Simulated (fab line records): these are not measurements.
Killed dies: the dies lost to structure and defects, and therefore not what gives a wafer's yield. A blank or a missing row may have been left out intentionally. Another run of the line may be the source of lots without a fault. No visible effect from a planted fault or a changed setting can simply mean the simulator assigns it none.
fab line records	flow rit_cmos
record: lots: 5	wafers: 15	last_day: 7
route steps=202 shown M1@186
lots with no fault: from the same line, run without faults
start_h: the number of hours between the record's first day and the start of the first shown wafer of the lot	wait_h: how many hours have passed since the lot's step before this one	" repeats the value in the row above	L1.1+2: several wafers, shown together as one row	- no value, or no start given	* or withheld: withheld	< > ~ a bound
route shown NAME@n: a module of which the file shows steps, and the number in the route of the first	usual: average and standard deviation across the fault-free wafers	same: alike in all rows	chamber/n: place in a boat	sites: each site's reading	_std_site: their standard deviation	_edge_site: mean of outer sites minus mean of inner sites	radius_mm: how far each site lies from the wafer's centre	mask NAME#n: copy n	behind: the most recent tool/chamber to have shaped the wafer	hold: the reason the lot was held/the length of the hold in hours/how it ended	device: whichever transistor did not switch (one of n, p or np)	end of line: the route-end tests of the same wafers	where a step has no rows: the recipe by itself	killed: the dies lost at the first sort to structure and to defects; this is not the yield of the wafer	map: per-die view of a wafer (x killed, . not killed, _ where there is no die)
set.NAME: the setting that was run; set.NAME@STEP: the one run at that earlier step	model.NAME: the simulator's own value behind a step, which no gauge read
a table for each step, a row for each wafer; lots at some steps of the route
services: the hour from which a tool's chamber was out of use, counted from the record's first day as start_h (under 0 if before that day), plus the number of hours and why
== steps ==
step: RIT_M1_THK_MEAS_02
recipe: thk_meas_gauge: xrf	reads: Al_of_M1_SPUTTER_00
usual: M1_AL_THK: 400/4.6
lot.wafer	tool	chamber	start_h	wait_h	M1_AL_THK[nm]
L075.1	film_metro-03	-	67.23	0.1	399
L075.3	"	-	"	"	396
L075.4	"	-	"	"	399
L082.2	film_metro-04	-	98.58	0.1	391
L082.4	"	-	"	"	404
L082.5	"	-	"	"	401
L087.2	film_metro-04	-	121.63	0.1	406
L087.3	"	-	"	"	408
L087.6	"	-	"	"	412
L090.3	film_metro-03	-	139.53	0.1	396
L090.4	"	-	"	"	396
L090.5	"	-	"	"	398
L097.2	film_metro-03	-	173.78	0.1	402
L097.5	"	-	"	"	401
L097.6	"	-	"	"	401
step: RIT_M1_HMDS_03
recipe: prime_time_s: 60	prime_temp_c: 140
lot.wafer	tool	chamber	start_h	wait_h
L075.1+3+4	litho_track-01	0	67.29	0.1
L082.2+4+5	litho_track-02	0	98.65	0.1
L087.2+3+6	litho_track-01	0	121.71	0.1
L090.3+4+5	litho_track-01	0	139.62	0.1
L097.2+5+6	litho_track-01	0	173.85	0.1
step: RIT_M1_COAT_04
recipe: resist: NOVOLAK	spin_rpm: 2000	resist_thk_nm: 1300
usual: dispense_pressure_kPa: 51/3.1	spin_speed_rpm: 2000.0/1.2
lot.wafer	tool	chamber	start_h	wait_h	dispense_pressure_kPa	spin_speed_rpm
L075.1	litho_track-01	0	67.44	0.1	54	1998.1
L075.3	"	0	"	"	54	2000.3
L075.4	"	0	"	"	54	1998.6
L082.2	litho_track-02	0	98.80	0.1	48	1999.9
L082.4	"	0	"	"	48	1999.5
L082.5	"	0	"	"	48	1998.5
L087.2	litho_track-01	0	121.86	0.1	54	2001.2
L087.3	"	0	"	"	54	2001.9
L087.6	"	0	"	"	54	2001.7
L090.3	litho_track-01	0	139.77	0.1	54	1998.6
L090.4	"	0	"	"	54	1999.0
L090.5	"	0	"	"	54	1998.8
L097.2	litho_track-01	0	174.00	0.1	54	1999.2
L097.5	"	0	"	"	54	1999.6
L097.6	"	0	"	"	54	1998.4
step: RIT_M1_SOFTBAKE_05
recipe: resist: NOVOLAK	temp_c: 90	time_s: 60
lot.wafer	tool	chamber	start_h	wait_h
L075.1+3+4	litho_track-01	0	67.59	0.1
L082.2+4+5	litho_track-02	0	98.95	0.1
L087.2+3+6	litho_track-01	0	122.01	0.1
L090.3+4+5	litho_track-01	0	139.92	0.1
L097.2+5+6	litho_track-01	0	174.15	0.1
step: RIT_M1_EXPOSE_06
recipe: mask_id: M12	na: 0.6	source_shape: conventional	sigma_outer: 0.5	target_cd_nm: 2600	dose_mj: 250
usual: focus_offset_nm: 0.1/0.5
lot.wafer	tool	chamber	start_h	wait_h	mask	focus_offset_nm
L075.1	iline_stepper-02	0	67.74	0.1	M12#0	-0.2
L075.3	"	0	"	"	M12#0	-0.1
L075.4	"	0	"	"	M12#0	-1.0
L082.2	iline_stepper-01	0	99.22	0.2	M12#0	0.6
L082.4	"	0	"	"	M12#0	0.7
L082.5	"	0	"	"	M12#0	0.5
L087.2	iline_stepper-01	0	122.15	0.1	M12#0	-0.3
L087.3	"	0	"	"	M12#0	-0.4
L087.6	"	0	"	"	M12#0	-1.3
L090.3	iline_stepper-02	0	140.18	0.2	M12#0	0.4
L090.4	"	0	"	"	M12#0	-0.2
L090.5	"	0	"	"	M12#0	-0.7
L097.2	iline_stepper-02	0	174.42	0.2	M12#0	0.2
L097.5	"	0	"	"	M12#0	0.0
L097.6	"	0	"	"	M12#0	-0.9
step: RIT_M1_PEB_07
recipe: resist: NOVOLAK	temp_c: withheld	time_s: withheld
lot.wafer	tool	chamber	start_h	wait_h
L075.1+3+4	litho_track-04	0	67.86	0.1
L082.2+4+5	litho_track-04	0	99.35	0.1
L087.2+3+6	litho_track-02	0	122.27	0.1
L090.3+4+5	litho_track-04	0	140.31	0.1
L097.2+5+6	litho_track-04	0	174.54	0.1
step: RIT_M1_DEVELOP_08
recipe: resist: NOVOLAK	develop_time_s: 68	dev_temp_c: 23
lot.wafer	tool	chamber	start_h	wait_h
L075.1+3+4	litho_track-04	0	-	-
L082.2+4+5	litho_track-04	0	-	-
L087.2+3+6	litho_track-02	0	-	-
L090.3+4+5	litho_track-04	0	-	-
L097.2+5+6	litho_track-04	0	-	-
step: RIT_M1_CD_MEAS_09
recipe: target_cd_nm: 2600
usual: cd_nm: 2600.0/2.4
lot.wafer	tool	chamber	start_h	wait_h	cd_nm
L075.1	cd_sem-02	-	68.17	-	2601.9
L075.3	"	-	"	"	2601.8
L075.4	"	-	"	"	2601.6
L082.2	cd_sem-02	-	99.65	-	2600.8
L082.4	"	-	"	"	2600.4
L082.5	"	-	"	"	2601.3
L087.2	cd_sem-01	-	122.58	-	2598.7
L087.3	"	-	"	"	2598.3
L087.6	"	-	"	"	2600.0
L090.3	cd_sem-02	-	140.61	-	2597.9
L090.4	"	-	"	"	2598.9
L090.5	"	-	"	"	2597.2
L097.2	cd_sem-02	-	174.85	-	2599.4
L097.5	"	-	"	"	2599.9
L097.6	"	-	"	"	2602.0
step: RIT_M1_OVL_MEAS_10
usual: M1_OVL: 0.5/1.5
lot.wafer	tool	chamber	start_h	wait_h	M1_OVL[nm]
L075.1	overlay-01	-	68.29	0.1	-0.5
L075.3	"	-	"	"	1.0
L075.4	"	-	"	"	0.1
L082.2	overlay-01	-	99.76	0.1	1.1
L082.4	"	-	"	"	0.1
L082.5	"	-	"	"	2.9
L087.2	overlay-01	-	122.69	0.1	1.4
L087.3	"	-	"	"	1.6
L087.6	"	-	"	"	0.4
L090.3	overlay-02	-	140.71	0.1	-2.0
L090.4	"	-	"	"	-1.6
L090.5	"	-	"	"	0.5
L097.2	overlay-02	-	174.96	0.1	-0.4
L097.5	"	-	"	"	0.8
L097.6	"	-	"	"	1.1
step: RIT_M1_HARDBAKE_11
recipe: resist: NOVOLAK	temp_c: 140	time_s: 120
lot.wafer	tool	chamber	start_h	wait_h
L075.1+3+4	litho_track-04	0	68.33	0.0
L082.2+4+5	litho_track-04	0	99.83	0.1
L087.2+3+6	litho_track-04	0	122.76	0.1
L090.3+4+5	litho_track-04	0	140.81	0.1
L097.2+5+6	litho_track-04	0	175.03	0.1
step: RIT_M1_METAL_ETCH_12
recipe: stop_on: SiO2	chemistry: Cl2/BCl3	target: Al	time_s: 165	over_etch_frac: 0.5	pressure_mtorr: 100	target_depth_a: 6000	rf_w: 250	Cl2_flow_sccm: 60	bcl3_flow_sccm: 50
usual: drypump_motor_current_A: 5.4/0.33	he_backside_leak_sccm: 3.40/0.2	oes_product_au: 0.779/0.012	throttle_valve_pct: 8.25/0.13
lot.wafer	tool	chamber	start_h	wait_h	drypump_motor_current_A	he_backside_leak_sccm	oes_product_au	rf_hours_counter_h	throttle_valve_pct
L075.1	rie_metal-03	1	68.58	0.2	5.6	3.57	0.774	1	8.36
L075.3	"	0	"	"	4.9	3.30	0.778	-	8.26
L075.4	"	1	"	"	5.6	3.31	0.782	-	8.36
L082.2	rie_metal-01	1	100.04	0.2	5.2	3.60	0.779	34	8.31
L082.4	"	1	"	"	5.2	3.48	0.796	-	8.31
L082.5	"	1	"	"	5.2	3.55	0.783	-	8.31
L087.2	rie_metal-03	1	122.97	0.2	5.6	3.40	0.789	1	8.35
L087.3	"	1	"	"	5.6	3.30	0.789	-	8.36
L087.6	"	1	"	"	5.6	3.16	0.786	-	8.35
L090.3	rie_metal-03	1	141.03	0.2	5.6	3.23	0.768	-	8.34
L090.4	"	0	"	"	4.8	3.19	0.787	-	8.23
L090.5	"	1	"	"	5.6	3.34	0.770	-	8.36
L097.2	rie_metal-04	0	175.24	0.2	5.8	3.70	0.771	4	8.36
L097.5	"	0	"	"	5.8	3.57	0.764	-	8.34
L097.6	"	1	"	"	5.3	3.48	0.760	-	8.24
step: RIT_M1_STRIP_13
recipe: chemistry: nmp	resist: NOVOLAK	temp_c: 80	time_s: 600	dry: n2_spin
lot.wafer	tool	chamber	start_h	wait_h
L075.1+3+4	wet_bench-03	3	68.74	0.1
L082.2+4+5	wet_bench-01	2	100.20	0.1
L087.2+3+6	wet_bench-03	0	123.13	0.1
L090.3+4+5	wet_bench-01	1	141.14	0.1
L097.2+5+6	wet_bench-03	1	175.40	0.1
step: RIT_M1_STRIP_14
recipe: chemistry: O2	time_s: 180	platen_temp_c: withheld	power_w: 500	pressure_mtorr: 4000	o2_flow_sccm: 4000
usual: drypump_motor_current_A: 5.6/0.35
lot.wafer	tool	chamber	start_h	wait_h	drypump_motor_current_A	rf_hours_counter_h
L075.1	plasma_asher-02	0	68.93	0.0	5.2	43
L075.3	"	1	"	"	6.0	-
L075.4	"	0	"	"	5.2	-
L082.2	plasma_asher-04	0	100.39	0.0	5.6	31
L082.4	"	0	"	"	5.5	-
L082.5	"	1	"	"	6.1	-
L087.2	plasma_asher-01	0	123.31	0.0	5.3	0
L087.3	"	1	"	"	5.5	-
L087.6	"	0	"	"	5.3	-
L090.3	plasma_asher-02	1	141.38	0.1	6.0	-
L090.4	"	0	"	"	5.2	-
L090.5	"	0	"	"	5.2	-
L097.2	plasma_asher-01	1	175.58	0.0	5.5	6
L097.5	"	0	"	"	5.3	-
L097.6	"	1	"	"	5.5	-
step: RIT_M1_CD_MEAS_90
recipe: target_cd_nm: 2600
usual: cd_nm: 2600.3/2.9
lot.wafer	tool	chamber	start_h	wait_h	cd_nm
L075.1	cd_sem-02	-	69.11	0.1	2603.5
L075.3	"	-	"	"	2599.3
L075.4	"	-	"	"	2603.9
L082.2	cd_sem-01	-	100.59	0.1	2602.2
L082.4	"	-	"	"	2601.1
L082.5	"	-	"	"	2603.9
L087.2	cd_sem-02	-	123.50	0.1	2601.1
L087.3	"	-	"	"	2601.8
L087.6	"	-	"	"	2603.0
L090.3	cd_sem-02	-	141.53	0.1	2600.4
L090.4	"	-	"	"	2597.1
L090.5	"	-	"	"	2598.4
L097.2	cd_sem-02	-	175.77	0.1	2601.6
L097.5	"	-	"	"	2603.1
L097.6	"	-	"	"	2602.0
step: RIT_M1_ANNEAL_15
recipe: temp_c: 450	time_s: 1800	ambient: forming_gas_H2N2
usual: spike_tc_load_C: 473.0/0.99
lot.wafer	tool	chamber	start_h	wait_h	spike_tc_load_C
L075.1	furnace-02	0	69.23	0.1	473.9
L075.3	"	0	"	"	472.1
L075.4	"	0	"	"	472.0
L082.2	furnace-02	0	100.69	0.1	475.5
L082.4	"	0	"	"	471.6
L082.5	"	0	"	"	472.4
L087.2	furnace-02	0	123.60	0.1	472.4
L087.3	"	0	"	"	473.6
L087.6	"	0	"	"	474.3
L090.3	furnace-02	0	141.61	0.1	473.0
L090.4	"	0	"	"	472.5
L090.5	"	0	"	"	474.8
L097.2	furnace-02	0	175.87	0.1	473.9
L097.5	"	0	"	"	473.4
L097.6	"	0	"	"	474.4
step: RIT_M1_BOW_MEAS_16
recipe: mode: bow
usual: M1_BOW: 17/6.7
lot.wafer	tool	chamber	start_h	wait_h	M1_BOW[um]
L075.1	film_metro-03	-	70.73	0.0	12
L075.3	"	-	"	"	13
L075.4	"	-	"	"	6
L082.2	film_metro-02	-	102.21	0.0	20
L082.4	"	-	"	"	14
L082.5	"	-	"	"	11
L087.2	film_metro-02	-	125.14	0.0	18
L087.3	"	-	"	"	20
L087.6	"	-	"	"	15
L090.3	film_metro-04	-	143.15	0.0	12
L090.4	"	-	"	"	19
L090.5	"	-	"	"	21
L097.2	film_metro-03	-	177.39	0.0	14
L097.5	"	-	"	"	27
L097.6	"	-	"	"	16
step: RIT_M1_PROBE_99
usual: defect_limited_yield: 97.4/1.2	killed_at_contacts: 0.1/0.27	killed_at_front_end: 7/3.1	killed_dies: 7/3.1	killed_open: 3.3/2.1	killed_short: 3.5/2	sort_bin_3_pad_short: 0.1/0.21	sort_bin_5_function: 1.5/0.83	sort_bin_6_memory: 1.0/0.65	sort_n_pass: 257/3.1	sort_yield_pct: 97.4/1.2
same: gross_dies: 264	killed_at_M0_to_M3: 0	killed_at_M4_up: 0	killed_at_back_side: 0	killed_at_other: 0
lot.wafer	tool	chamber	start_h	wait_h	defect_limited_yield[%]	killed_at_contacts	killed_at_front_end	killed_dies	killed_open	killed_short	sort_bin_3_pad_short[%]	sort_bin_5_function[%]	sort_bin_6_memory[%]	sort_n_pass	sort_yield_pct[%]
L075.1	prober-01	-	70.85	0.1	97.7	0	6	6	1	5	0.4	1.1	0.8	258	97.7
L075.3	prober-01	-	70.95	0.2	96.6	0	9	9	4	5	0.4	1.9	1.1	255	96.6
L075.4	prober-01	-	71.00	0.2	100.0	0	0	0	0	0	0	0	0	264	100.0
L082.2	prober-02	-	102.36	0.1	98.9	0	3	3	1	2	0	0.4	0.8	261	98.9
L082.4	prober-02	-	102.46	0.2	99.2	0	2	2	0	2	0	0.8	0	262	99.2
L082.5	prober-02	-	102.51	0.2	99.6	0	1	1	0	1	0	0	0.4	263	99.6
L087.2	prober-01	-	125.29	0.1	98.5	0	4	4	1	3	0	0.8	0.8	260	98.5
L087.3	prober-01	-	125.34	0.2	97.0	0	8	8	6	2	0	1.5	1.5	256	97.0
L087.6	prober-01	-	125.49	0.2	99.6	0	1	1	1	0	0	0	0.4	263	99.6
L097.2	prober-02	-	177.54	0.1	97.7	0	6	6	3	3	0.4	1.5	0.4	258	97.7
L097.5	prober-02	-	177.69	0.2	99.2	0	2	2	0	2	0	0	0.8	262	99.2
L097.6	prober-02	-	177.74	0.2	99.2	0	2	2	0	2	0	0.4	0.4	262	99.2
killed by level:class
L075.1 FOX1:geometric_particle:short=2 GATE:geometric_particle:short=2 GATE:geometric_particle:open=1 REOX:geometric_particle:short=1
L075.3 FOX1:geometric_particle:short=2 FOX1:geometric_particle:open=2 REOX:geometric_particle:short=2 FOX2:geometric_particle:open=1 GATE:geometric_particle:short=1 GATE:geometric_particle:open=1
L082.2 FOX2:geometric_particle:short=1 GATE:geometric_particle:short=1 SILICIDE:geometric_particle:open=1
L082.4 SILICIDE:geometric_particle:short=2
L082.5 FOX1:geometric_particle:short=1
L087.2 GATE:geometric_particle:short=3 GATE:geometric_particle:open=1
L087.3 GATE:geometric_particle:open=5 FOX1:geometric_particle:short=1 FOX2:geometric_particle:open=1 GATE:geometric_particle:short=1
L087.6 REOX:geometric_particle:open=1
L097.2 GATE:geometric_particle:open=2 REOX:geometric_particle:short=2 FOX2:geometric_particle:open=1 GATE:geometric_particle:short=1
L097.5 FOX1:geometric_particle:short=1 GATE:geometric_particle:short=1
L097.6 FOX1:geometric_particle:short=1 GATE:geometric_particle:short=1
== services ==
tool	chamber	start_h	hours	kind
iline_stepper-02	0	70.03	-	calibration
iline_stepper-02	-	72.64	1.7	pm
wet_bench-03	-	102.21	1.9	pm
plasma_asher-01	-	103.58	5.6	repair
iline_stepper-01	0	104.89	-	calibration
plasma_asher-01	-	109.20	9.0	pm
plasma_asher-01	0	109.20	9.0	vent_cycle
plasma_asher-01	1	109.20	9.0	vent_cycle
plasma_asher-01	0	118.20	-	clean
plasma_asher-01	1	118.20	-	clean
plasma_asher-02	-	128.81	0.6	repair
iline_stepper-01	-	135.43	2.4	repair
rie_metal-01	-	136.12	20.0	pm
rie_metal-01	0	136.12	20.0	vent_cycle
rie_metal-01	1	136.12	20.0	vent_cycle
iline_stepper-01	-	137.80	1.7	pm
rie_metal-01	0	156.12	-	clean
rie_metal-01	1	156.12	-	clean
== key ==
fault none
